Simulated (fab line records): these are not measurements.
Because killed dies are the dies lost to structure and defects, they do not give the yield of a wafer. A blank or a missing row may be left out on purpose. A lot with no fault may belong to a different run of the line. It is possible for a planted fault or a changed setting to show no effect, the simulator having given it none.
fab line records ; flow berkeleyCmos170
record: lots: 5; wafers: 23
route steps=331 shown PLDD@153 NLDD@167 PSD@178 NSD@190 SILICIDE@211 CONTACT@217
startH: hours from the record's first day to the start of the lot's first wafer shown ; waitH: hours elapsed since this lot's preceding step ; " unchanged from the row above ; L1.1+2: a single row standing in for several wafers ; - value missing, or start not given ; * or withheld: withheld ; < > ~ a bound
route shown NAME@n: a module of which the file shows steps, and the number in the route of the first ; usual: the fault-free wafers' mean and standard deviation ; same: alike in all rows ; chamber/n: place in a boat ; sites: readings site by site ; _std_site: standard deviation across them ; _edge_site: outer sites' mean less inner sites' ; radiusMm: how far each site lies from the wafer's centre ; mask NAME#n: copy n ; behind: the tool/chamber that last shaped the wafer ; hold: what put the lot on hold/how long, in hours/how the hold closed ; device: which transistor (n, p or np) failed to switch ; end of line: at the end of the route, the tests of the same wafers ; step lacking rows: just its recipe ; killed: dies lost to structure and defects at the first sort, not the wafer's yield ; map: shows each die of a wafer: x if killed, . if not, _ if none is there
set.NAME: the run value of the setting; set.NAME@STEP: its run value at that earlier step ; model.NAME: the simulator's own value behind a step, which no gauge read
lots with deliberately changed settings; one table per step, one row per wafer
== steps ==
step: UCB170_PLDD_IMPLANT_08
recipe: species: BF2; doseCm2: 5e+13; energyKev: 10; tiltDeg: 7; rotationDeg: 0
lot.wafer;tool;chamber;startH;waitH;set.tiltDeg
L075.1+5+6;implanter-02;0;128.96;0.0;6.233
L075.2+4;implanter-02;0;128.96;0.0;7
L077.1+2+3+4+6;implanter-04;0;132.02;0.0;7
L080.1+5+6;implanter-02;0;156.82;0.0;7
L080.2+4;implanter-02;0;156.82;0.0;6.165
L085.1+2+3;implanter-01;0;178.61;0.0;7
L083.2+3+4+5+6;implanter-02;0;187.96;0.0;7
step: UCB170_PLDD_IMPLANT_09
recipe: species: BF2; doseCm2: 5e+13; energyKev: 10; tiltDeg: 7; rotationDeg: 180
step: UCB170_PLDD_STRIP_10
recipe: chemistry: O2; powerW: 400; pressureMtorr: 3500; platenTempC: withheld; o2FlowSccm: 400; overashFraction: 0.5
usual: stripTimeToEndpointS: 21.60/0.065
lot.wafer;tool;chamber;startH;waitH;set.resistThkNm@PLDD_COAT_01;stripTimeToEndpointS
L075.1;plasmaAsher-04;1;129.26;0.1;900;21.67
L075.2;plasmaAsher-04;0;129.26;0.1;948.1;22.72
L075.4;plasmaAsher-04;0;129.26;0.1;900;21.61
L075.5;plasmaAsher-04;1;129.26;0.1;948.1;22.71
L075.6;plasmaAsher-04;0;129.26;0.1;900;21.58
L077.1;plasmaAsher-04;1;132.62;0.2;923.6;22.14
L077.2;plasmaAsher-04;0;132.62;0.2;900;21.55
L077.3;plasmaAsher-04;1;132.62;0.2;923.6;22.11
L077.4;plasmaAsher-04;0;132.62;0.2;923.6;22.17
L077.6;plasmaAsher-04;0;132.62;0.2;900;21.62
L080.1;plasmaAsher-03;0;157.12;0.1;900;21.65
L080.2;plasmaAsher-03;1;157.12;0.1;944.5;22.76
L080.4;plasmaAsher-03;0;157.12;0.1;900;21.66
L080.5;plasmaAsher-03;0;157.12;0.1;944.5;22.74
L080.6;plasmaAsher-03;1;157.12;0.1;900;21.67
L085.1;plasmaAsher-03;0;178.91;0.1;900;21.54
L085.2;plasmaAsher-03;1;178.91;0.1;900;21.53
L085.3;plasmaAsher-03;0;178.91;0.1;900;21.46
L083.2;plasmaAsher-04;1;188.24;0.1;900;21.52
L083.3;plasmaAsher-04;0;188.24;0.1;929.7;22.27
L083.4;plasmaAsher-04;1;188.24;0.1;929.7;22.29
L083.5;plasmaAsher-04;1;188.24;0.1;929.7;22.23
L083.6;plasmaAsher-04;0;188.24;0.1;900;21.53
step: UCB170_NLDD_IMPLANT_09
recipe: species: As; doseCm2: 5e+13; energyKev: 30; tiltDeg: 7; rotationDeg: 180
lot.wafer;tool;chamber;startH;waitH;set.doseCm2
L075.1+2+4+5+6;implanter-02;0;131.62;0.1;5e+13
L077.1+2+6;implanter-02;0;134.38;0.1;5e+13
L077.3+4;implanter-02;0;134.38;0.1;5.194e+13
L080.1+2+5;implanter-03;0;158.60;0.1;4.902e+13
L080.4+6;implanter-03;0;158.60;0.1;5e+13
L085.1+2+3;implanter-02;0;180.44;0.1;5e+13
L083.2+3+4+5+6;implanter-03;0;190.09;0.1;5e+13
step: UCB170_PSD_EXPOSE_03
recipe: maskId: PSELECT_MOD; na: 0.5; sigmaOuter: 0.6; sourceShape: conventional; targetCdNm: 1200; doseMj: 30
lot.wafer;tool;chamber;startH;waitH;mask;set.doseMj
L075.1+2;krfScanner-01;0;137.70;0.4;PSELECT_MOD#0;30
L075.4+5+6;krfScanner-01;0;137.70;0.4;PSELECT_MOD#0;29.33
L077.1+2+3+4+6;krfScanner-02;0;138.88;0.2;PSELECT_MOD#0;30
L080.1+2+6;krfScanner-01;0;164.80;0.1;PSELECT_MOD#0;29.16
L080.4+5;krfScanner-01;0;164.80;0.1;PSELECT_MOD#0;30
L085.1+2+3;krfScanner-02;0;187.09;0.1;PSELECT_MOD#0;30
L083.2+4+6;krfScanner-01;0;194.00;0.1;PSELECT_MOD#0;30
L083.3+5;krfScanner-01;0;194.00;0.1;PSELECT_MOD#0;28.17
step: UCB170_PSD_PEB_04
recipe: pebTempC: 130; pebTimeS: withheld; resist: KrF
step: UCB170_PSD_DEVELOP_05
recipe: developer: TMAH; developTimeS: 45; resist: KrF; devTempC: 21
step: UCB170_PSD_CD_MEAS_06
recipe: targetCdNm: 1200
usual: cdNm: 1199.3/1.2
lot.wafer;tool;chamber;startH;waitH;set.doseMj@PSD_EXPOSE_03;cdNm
L075.1;cdSem-01;-;138.12;-;30;1199.1
L075.2;cdSem-01;-;138.12;-;30;1198.8
L075.4;cdSem-01;-;138.12;-;29.33;1193.6
L075.5;cdSem-01;-;138.12;-;29.33;1193.9
L075.6;cdSem-01;-;138.12;-;29.33;1194.4
L077.1;cdSem-02;-;139.48;-;30;1198.2
L077.2;cdSem-02;-;139.48;-;30;1198.8
L077.3;cdSem-02;-;139.48;-;30;1196.7
L077.4;cdSem-02;-;139.48;-;30;1198.1
L077.6;cdSem-02;-;139.48;-;30;1198.5
L080.1;cdSem-02;-;165.53;-;29.16;1195.2
L080.2;cdSem-02;-;165.53;-;29.16;1194.6
L080.4;cdSem-02;-;165.53;-;30;1199.0
L080.5;cdSem-02;-;165.53;-;30;1201.0
L080.6;cdSem-02;-;165.53;-;29.16;1196.5
L085.1;cdSem-01;-;188.02;-;30;1198.7
L085.2;cdSem-01;-;188.02;-;30;1198.4
L085.3;cdSem-01;-;188.02;-;30;1200.2
L083.2;cdSem-02;-;195.00;-;30;1198.7
L083.3;cdSem-02;-;195.00;-;28.17;1187.4
L083.4;cdSem-02;-;195.00;-;30;1200.4
L083.5;cdSem-02;-;195.00;-;28.17;1187.3
L083.6;cdSem-02;-;195.00;-;30;1200.3
step: UCB170_NSD_EXPOSE_03
recipe: maskId: NSELECT_MOD; na: 0.5; sigmaOuter: 0.6; sourceShape: conventional; targetCdNm: 1200; doseMj: 30
lot.wafer;tool;chamber;startH;waitH;mask;set.doseMj
L075.1+2+4+5+6;krfScanner-02;0;141.35;0.3;NSELECT_MOD#0;30
L077.1+6;krfScanner-02;0;141.47;0.4;NSELECT_MOD#0;30
L077.2+3+4;krfScanner-02;0;141.47;0.4;NSELECT_MOD#0;31.85
L080.1+2+4+5+6;krfScanner-01;0;167.60;0.1;NSELECT_MOD#0;30
L085.1+2+3;krfScanner-02;0;191.81;0.1;NSELECT_MOD#0;30
L083.2+5+6;krfScanner-01;0;197.34;0.2;NSELECT_MOD#0;30
L083.3+4;krfScanner-01;0;197.34;0.2;NSELECT_MOD#0;31.76
step: UCB170_NSD_PEB_04
recipe: pebTempC: 130; pebTimeS: withheld; resist: KrF
step: UCB170_NSD_DEVELOP_05
recipe: developer: TMAH; developTimeS: 45; resist: KrF; devTempC: 21
step: UCB170_NSD_CD_MEAS_06
recipe: targetCdNm: 1200
usual: cdNm: 1199.9/0.98
lot.wafer;tool;chamber;startH;waitH;set.doseMj@NSD_EXPOSE_03;cdNm
L075.1;cdSem-01;-;141.99;-;30;1199.3
L075.2;cdSem-01;-;141.99;-;30;1199.3
L075.4;cdSem-01;-;141.99;-;30;1200.0
L075.5;cdSem-01;-;141.99;-;30;1200.7
L075.6;cdSem-01;-;141.99;-;30;1199.5
L077.1;cdSem-02;-;142.11;-;30;1199.8
L077.2;cdSem-02;-;142.11;-;31.85;1210.7
L077.3;cdSem-02;-;142.11;-;31.85;1210.9
L077.4;cdSem-02;-;142.11;-;31.85;1212.0
L077.6;cdSem-02;-;142.11;-;30;1198.2
L080.1;cdSem-02;-;168.53;-;30;1198.8
L080.2;cdSem-02;-;168.53;-;30;1198.3
L080.4;cdSem-02;-;168.53;-;30;1199.1
L080.5;cdSem-02;-;168.53;-;30;1199.8
L080.6;cdSem-02;-;168.53;-;30;1200.1
L085.1;cdSem-01;-;192.36;-;30;1198.4
L085.2;cdSem-01;-;192.36;-;30;1199.2
L085.3;cdSem-01;-;192.36;-;30;1198.1
L083.2;cdSem-02;-;197.73;-;30;1200.6
L083.3;cdSem-02;-;197.73;-;31.76;1210.3
L083.4;cdSem-02;-;197.73;-;31.76;1211.3
L083.5;cdSem-02;-;197.73;-;30;1201.0
L083.6;cdSem-02;-;197.73;-;30;1201.4
step: UCB170_NSD_STRIP_09
recipe: chemistry: O2; powerW: 400; pressureMtorr: 3500; platenTempC: withheld; o2FlowSccm: 400; overashFraction: 0.5
lot.wafer;tool;chamber;startH;waitH;set.overashFraction
L075.1+4;plasmaAsher-04;1;142.30;0.1;0.5
L075.2+5+6;plasmaAsher-04;0,0,1;142.30;0.1;0.5941
L077.1+2+3;plasmaAsher-01;1,0,0;142.41;0.1;0.5502
L077.4+6;plasmaAsher-01;1;142.41;0.1;0.5
L080.1+2+4+5+6;plasmaAsher-03;0,1,1,1,0;168.83;0.1;0.5
L085.1+2+3;plasmaAsher-04;0,1,1;192.66;0.1;0.5
L083.2+4+5;plasmaAsher-01;1,0,1;198.01;0.1;0.5544
L083.3+6;plasmaAsher-01;1,0;198.01;0.1;0.5
step: UCB170_NSD_CLEAN_11
recipe: chemistry: SPM; tempC: 120; timeS: 600
step: UCB170_SDANNEAL_RS_MEAS_05
recipe: thkMeasGauge: four-point-probe
usual: NLDD_RS: 616.5/1.5
lot.wafer;tool;chamber;startH;waitH;set.doseCm2@NLDD_IMPLANT_09;NLDD_RS[ohm/sq]
L075.1;filmMetro-01;-;144.76;0.1;5e+13;617.4
L075.2;filmMetro-01;-;144.76;0.1;5e+13;618.1
L075.4;filmMetro-01;-;144.76;0.1;5e+13;618.6
L075.5;filmMetro-01;-;144.76;0.1;5e+13;617.4
L075.6;filmMetro-01;-;144.76;0.1;5e+13;616.6
L077.1;filmMetro-04;-;144.94;0.1;5e+13;615.6
L077.2;filmMetro-04;-;144.94;0.1;5e+13;615.0
L077.3;filmMetro-04;-;144.94;0.1;5.194e+13;607.1
L077.4;filmMetro-04;-;144.94;0.1;5.194e+13;607.7
L077.6;filmMetro-04;-;144.94;0.1;5e+13;613.4
L080.1;filmMetro-01;-;171.15;0.1;4.902e+13;619.3
L080.2;filmMetro-01;-;171.15;0.1;4.902e+13;619.7
L080.4;filmMetro-01;-;171.15;0.1;5e+13;614.8
L080.5;filmMetro-01;-;171.15;0.1;4.902e+13;619.1
L080.6;filmMetro-01;-;171.15;0.1;5e+13;616.2
L085.1;filmMetro-04;-;195.81;0.1;5e+13;615.3
L085.2;filmMetro-04;-;195.81;0.1;5e+13;614.4
L085.3;filmMetro-04;-;195.81;0.1;5e+13;615.5
L083.2;filmMetro-02;-;199.93;0.1;5e+13;615.4
L083.3;filmMetro-02;-;199.93;0.1;5e+13;616.9
L083.4;filmMetro-02;-;199.93;0.1;5e+13;617.1
L083.5;filmMetro-02;-;199.93;0.1;5e+13;616.9
L083.6;filmMetro-02;-;199.93;0.1;5e+13;617.8
step: UCB170_SILICIDE_SPUTTER_01
recipe: material: Ti; targetThkNm: 30; timeS: 25; powerW: 1500; chamberPressurePa: 0.5
lot.wafer;tool;chamber;startH;waitH;set.timeS;model.Ti_of_SILICIDE_SPUTTER_01.thkNm
L075.1;pvdSputter-01;-;144.95;0.0;25;29.36
L075.2;pvdSputter-01;-;144.95;0.0;27.41;32.26
L075.4;pvdSputter-01;-;144.95;0.0;27.41;31.94
L075.5;pvdSputter-01;-;144.95;0.0;25;29.35
L075.6;pvdSputter-01;-;144.95;0.0;27.41;31.82
L077.1;pvdSputter-03;-;145.13;0.0;25;29.82
L077.2;pvdSputter-03;-;145.13;0.0;25;30.3
L077.3;pvdSputter-03;-;145.13;0.0;25;29.88
L077.4;pvdSputter-03;-;145.13;0.0;25;30.68
L077.6;pvdSputter-03;-;145.13;0.0;25;30.26
L080.1;pvdSputter-01;-;171.33;0.0;26.55;32.04
L080.2;pvdSputter-01;-;171.33;0.0;26.55;31.65
L080.4+5;pvdSputter-01;-;171.33;0.0;25;30.15
L080.6;pvdSputter-01;-;171.33;0.0;25;29.86
L085.1;pvdSputter-01;-;196.00;0.0;25;30.02
L085.2;pvdSputter-01;-;196.00;0.0;25;30.41
L085.3;pvdSputter-01;-;196.00;0.0;25;29.88
L083.2;pvdSputter-03;-;200.10;0.0;28.65;34.53
L083.3;pvdSputter-03;-;200.10;0.0;28.65;33.95
L083.4;pvdSputter-03;-;200.10;0.0;25;30.46
L083.5;pvdSputter-03;-;200.10;0.0;25;30.07
L083.6;pvdSputter-03;-;200.10;0.0;28.65;34.23
step: UCB170_SILICIDE_RS_MEAS_02
recipe: thkMeasGauge: four-point-probe; reads: Ti_of_SILICIDE_SPUTTER_01
usual: SILICIDE_TI_RS: 26.2/0.37
lot.wafer;tool;chamber;startH;waitH;set.timeS@SILICIDE_SPUTTER_01;SILICIDE_TI_RS[ohm/sq]
L075.1;filmMetro-03;-;144.98;0.0;25;26.8
L075.2;filmMetro-03;-;144.98;0.0;27.41;24.0
L075.4;filmMetro-03;-;144.98;0.0;27.41;24.2
L075.5;filmMetro-03;-;144.98;0.0;25;26.8
L075.6;filmMetro-03;-;144.98;0.0;27.41;24.4
L077.1;filmMetro-03;-;145.22;0.1;25;26.4
L077.2;filmMetro-03;-;145.22;0.1;25;26.0
L077.3;filmMetro-03;-;145.22;0.1;25;26.3
L077.4;filmMetro-03;-;145.22;0.1;25;25.6
L077.6;filmMetro-03;-;145.22;0.1;25;25.9
L080.1;filmMetro-03;-;171.36;0.0;26.55;24.2
L080.2;filmMetro-03;-;171.36;0.0;26.55;24.5
L080.4;filmMetro-03;-;171.36;0.0;25;26.0
L080.5;filmMetro-03;-;171.36;0.0;25;26.0
L080.6;filmMetro-03;-;171.36;0.0;25;26.3
L085.1;filmMetro-01;-;196.03;0.0;25;26.1
L085.2;filmMetro-01;-;196.03;0.0;25;25.7
L085.3;filmMetro-01;-;196.03;0.0;25;26.3
L083.2;filmMetro-03;-;200.15;0.0;28.65;22.2
L083.3;filmMetro-03;-;200.15;0.0;28.65;22.6
L083.4;filmMetro-03;-;200.15;0.0;25;25.7
L083.5;filmMetro-03;-;200.15;0.0;25;26.1
L083.6;filmMetro-03;-;200.15;0.0;28.65;22.4
step: UCB170_SILICIDE_THK_MEAS_03
recipe: thkMeasGauge: xrf; reads: Ti_of_SILICIDE_SPUTTER_01
usual: SILICIDE_TI_THK: 30.1/0.39
lot.wafer;tool;chamber;startH;waitH;set.timeS@SILICIDE_SPUTTER_01;SILICIDE_TI_THK[nm]
L075.1;filmMetro-03;-;145.10;0.1;25;29.5
L075.2;filmMetro-03;-;145.10;0.1;27.41;32.6
L075.4;filmMetro-03;-;145.10;0.1;27.41;32.1
L075.5;filmMetro-03;-;145.10;0.1;25;29.6
L075.6;filmMetro-03;-;145.10;0.1;27.41;31.9
L077.1;filmMetro-03;-;145.34;0.1;25;30.0
L077.2;filmMetro-03;-;145.34;0.1;25;30.5
L077.3;filmMetro-03;-;145.34;0.1;25;30.1
L077.4;filmMetro-03;-;145.34;0.1;25;30.8
L077.6;filmMetro-03;-;145.34;0.1;25;30.5
L080.1;filmMetro-03;-;171.48;0.1;26.55;32.2
L080.2;filmMetro-03;-;171.48;0.1;26.55;31.9
L080.4;filmMetro-03;-;171.48;0.1;25;30.5
L080.5;filmMetro-03;-;171.48;0.1;25;30.3
L080.6;filmMetro-03;-;171.48;0.1;25;30.0
L085.1;filmMetro-01;-;196.15;0.1;25;30.4
L085.2;filmMetro-01;-;196.15;0.1;25;30.7
L085.3;filmMetro-01;-;196.15;0.1;25;30.2
L083.2;filmMetro-03;-;200.26;0.1;28.65;34.8
L083.3;filmMetro-03;-;200.26;0.1;28.65;34.4
L083.4;filmMetro-03;-;200.26;0.1;25;30.8
L083.5;filmMetro-03;-;200.26;0.1;25;30.4
L083.6;filmMetro-03;-;200.26;0.1;28.65;34.5
step: UCB170_CONTACT_CVD_01
recipe: material: PSG; targetThkNm: 700; tempC: 450; precursor: SiH4/O2/PH3; timeS: 2820; pressureMtorr: 300; sih4FlowSccm: 60; o2FlowSccm: 90; ph3FlowSccm: 25
lot.wafer;tool;chamber;startH;waitH;set.pressureMtorr;model.PSG_of_CONTACT_CVD_01.thkNm
L075.1;-;-;-;0.0;300;696.6
L075.2;-;-;-;0.0;300;696.9
L075.4;-;-;-;0.0;300;696.5
L075.5;-;-;-;0.0;300;698.7
L075.6;-;-;-;0.0;300;690.7
L077.1;-;-;-;1.3;328.4;731.8
L077.2;-;-;-;1.3;328.4;724.4
L077.3;-;-;-;1.3;328.4;727.8
L077.4;-;-;-;1.3;328.4;730.5
L077.6;-;-;-;1.3;328.4;731.7
L080.1;-;-;-;0.0;333.2;744.6
L080.2;-;-;-;0.0;333.2;735.9
L080.4;-;-;-;0.0;333.2;741.6
L080.5;-;-;-;0.0;333.2;747.4
L080.6;-;-;-;0.0;333.2;749.3
L085.1;lpcvd-02;1;197.65;1.0;300;698.6
L085.2;lpcvd-02;1;197.65;1.0;300;711.1
L085.3;lpcvd-02;1;197.65;1.0;300;704.6
L083.2;-;-;-;0.8;338.9;750.9
L083.3;-;-;-;0.8;338.9;750.6
L083.4;-;-;-;0.8;338.9;749.9
L083.5;-;-;-;0.8;338.9;755
L083.6;-;-;-;0.8;338.9;749.4
step: UCB170_CONTACT_THK_MEAS_02
recipe: reads: PSG_of_CONTACT_CVD_01
usual: CONTACT_PSG_THK: 702/5.5
lot.wafer;tool;chamber;startH;waitH;set.pressureMtorr@CONTACT_CVD_01;CONTACT_PSG_THK[nm]
L075.1;filmMetro-02;-;-;-;300;696
L075.2;filmMetro-02;-;-;-;300;697
L075.4;filmMetro-02;-;-;-;300;696
L075.5;filmMetro-02;-;-;-;300;699
L075.6;filmMetro-02;-;-;-;300;691
L077.1;filmMetro-04;-;-;-;328.4;732
L077.2;filmMetro-04;-;-;-;328.4;724
L077.3;filmMetro-04;-;-;-;328.4;728
L077.4;filmMetro-04;-;-;-;328.4;731
L077.6;filmMetro-04;-;-;-;328.4;732
L080.1;filmMetro-04;-;-;-;333.2;744
L080.2;filmMetro-04;-;-;-;333.2;736
L080.4;filmMetro-04;-;-;-;333.2;741
L080.5;filmMetro-04;-;-;-;333.2;747
L080.6;filmMetro-04;-;-;-;333.2;749
L085.1;filmMetro-04;-;199.43;0.0;300;698
L085.2;filmMetro-04;-;199.43;0.0;300;710
L085.3;filmMetro-04;-;199.43;0.0;300;705
L083.2;filmMetro-03;-;-;-;338.9;751
L083.3;filmMetro-03;-;-;-;338.9;751
L083.4;filmMetro-03;-;-;-;338.9;751
L083.5;filmMetro-03;-;-;-;338.9;755
L083.6;filmMetro-03;-;-;-;338.9;749
== key ==
split: step: UCB170_PLDD_IMPLANT_08; setting: tiltDeg; stated: 7; by: wafer
response none clear
split: step: UCB170_NLDD_IMPLANT_09; setting: doseCm2; stated: 5e+13; by: wafer
response: step: UCB170_SDANNEAL_RS_MEAS_05; reading: NLDD_RS; change: -1.89; per: 1%; r: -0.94
split: step: UCB170_PSD_EXPOSE_03; setting: doseMj; stated: 30; by: wafer
response: step: UCB170_PSD_CD_MEAS_06; reading: cdNm; change: +1.99; per: 1%; r: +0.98
split: step: UCB170_NSD_EXPOSE_03; setting: doseMj; stated: 30; by: wafer
response: step: UCB170_NSD_CD_MEAS_06; reading: cdNm; change: +1.83; per: 1%; r: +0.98
split: step: UCB170_NSD_STRIP_09; setting: overashFraction; stated: 0.5; by: wafer
response none clear
split: step: UCB170_SILICIDE_SPUTTER_01; setting: timeS; stated: 25; by: wafer
response: step: UCB170_SILICIDE_SPUTTER_01; reading: model.Ti_of_SILICIDE_SPUTTER_01.thkNm; change: +0.275; per: 1%; r: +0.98
response: step: UCB170_SILICIDE_RS_MEAS_02; reading: SILICIDE_TI_RS; change: -0.248; per: 1%; r: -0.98
response: step: UCB170_SILICIDE_THK_MEAS_03; reading: SILICIDE_TI_THK; change: +0.274; per: 1%; r: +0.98
split: step: UCB170_CONTACT_CVD_01; setting: pressureMtorr; stated: 300; by: lot
response: step: UCB170_CONTACT_CVD_01; reading: model.PSG_of_CONTACT_CVD_01.thkNm; change: +3.89; per: 1%; r: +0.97
response: step: UCB170_CONTACT_THK_MEAS_02; reading: CONTACT_PSG_THK; change: +3.9; per: 1%; r: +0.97
split outsideThisFile step=UCB170_PLDD_COAT_01 setting=resistThkNm
split outsideThisFile: this setting was split too, and the file shows its column; the key of that split is in another file
